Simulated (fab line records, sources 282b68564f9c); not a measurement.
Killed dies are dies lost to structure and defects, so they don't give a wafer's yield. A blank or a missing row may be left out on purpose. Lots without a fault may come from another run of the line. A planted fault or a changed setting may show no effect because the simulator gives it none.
Split-lot experiment | flow rit_cmos | 5 lots, 23 wafers read, on a route of 202 steps

THE SPLIT
At RIT_M1_COAT_04 (resist thk 1300 nm), the setting resist_thk_nm was moved away from the recipe's 1300 nm on 11 of the 23 wafers read, by -5.5% to +4.8%. The other wafers ran this setting at the recipe's value.

The reading is taken at the split's own step.

THE READING
NOVOLAK_of_M1_COAT_04.thk_nm (the simulator's own value, which no gauge read), in nm, at RIT_M1_COAT_04 (resist thk 1300 nm). The file gives no usual value for it. The 12 wafers here that ran the recipe average 1300 nm, standard deviation 2.3 nm.

wafer  | tool, chamber at the split | resist_thk_nm as run, nm | against the recipe | NOVOLAK_of_M1_COAT_04.thk_nm, nm | against lot-mates on the recipe
L079.1 | litho_track-03, 0          | 1258                     | -3.2%              | 1256                             | -46
L079.3 | litho_track-03, 0          | 1258                     | -3.2%              | 1260                             | -42
L079.4 | litho_track-03, 0          | 1300                     | recipe             | 1301                             | -
L079.5 | litho_track-03, 0          | 1300                     | recipe             | 1303                             | -
L079.6 | litho_track-03, 0          | 1258                     | -3.2%              | 1258                             | -44
L081.1 | litho_track-01, 0          | 1232                     | -5.2%              | 1234                             | -68
L081.2 | litho_track-01, 0          | 1300                     | recipe             | 1302                             | -
L081.3 | litho_track-01, 0          | 1232                     | -5.2%              | 1235                             | -68
L081.4 | litho_track-01, 0          | 1300                     | recipe             | 1303                             | -
L081.5 | litho_track-01, 0          | 1232                     | -5.2%              | 1233                             | -70
L082.1 | litho_track-03, 0          | 1363                     | +4.8%              | 1363                             | +65
L082.2 | litho_track-03, 0          | 1300                     | recipe             | 1298                             | -
L082.3 | litho_track-03, 0          | 1300                     | recipe             | 1296                             | -
L082.5 | litho_track-03, 0          | 1300                     | recipe             | 1300                             | -
L082.6 | litho_track-03, 0          | 1363                     | +4.8%              | 1361                             | +63
L084.3 | litho_track-01, 0          | 1300                     | recipe             | 1302                             | -
L084.4 | litho_track-01, 0          | 1300                     | recipe             | 1298                             | -
L084.6 | litho_track-01, 0          | 1300                     | recipe             | 1297                             | -
L085.1 | litho_track-04, 0          | 1300                     | recipe             | 1300                             | -
L085.2 | litho_track-04, 0          | 1228                     | -5.5%              | 1226                             | -74
L085.3 | litho_track-04, 0          | 1228                     | -5.5%              | 1230                             | -70
L085.6 | litho_track-04, 0          | 1228                     | -5.5%              | 1230                             | -70
L085.4 | litho_track-04, 0          | 1300                     | recipe             | 1301                             | -

THE FIT
A straight line over all 23 wafers: NOVOLAK_of_M1_COAT_04.thk_nm changes by +12.8 nm for each +1% of resist_thk_nm; r = +1.00; the points scatter about the line by 2 nm.
The same after taking each lot's own level away (the mean of its wafers on the recipe; 23 wafers): +13.1 nm for each +1%; r = +1.00; scatter 1.7 nm.
On that fit, the largest move of resist_thk_nm shifts the reading by 73 nm.
The lots' own levels span 1298.0 to 1302.5 nm, that is 2.0 times the standard deviation above.
So the lot-to-lot level changes the slope little: the two slopes agree.
Check: with one of the wafers moved furthest among these (-5.5%) left out of the fit, the line predicts -72.5 nm for it against its lot-mates. It came out at -74.5 nm against them.

OTHER SPLITS ON THESE WAFERS
These wafers also went through other splits before the reading. Each is held against what the fit with the lots' levels taken away leaves over:
other split on the same wafers        | wafers away from the commonest value | r with NOVOLAK_of_M1_COAT_04.thk_nm (lot level and that fit taken away)
RIT_CONTACT_CVD_00 time_s             | 9                                    | -0.15
RIT_CONTACT_DEVELOP_07 develop_time_s | 8                                    | +0.24
RIT_CONTACT_ETCH_11 rf_w              | 9                                    | -0.05

THE FILE'S OWN FIT
NOVOLAK_of_M1_COAT_04.thk_nm changes by +13.2 nm for each +1% of resist_thk_nm, r = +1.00.
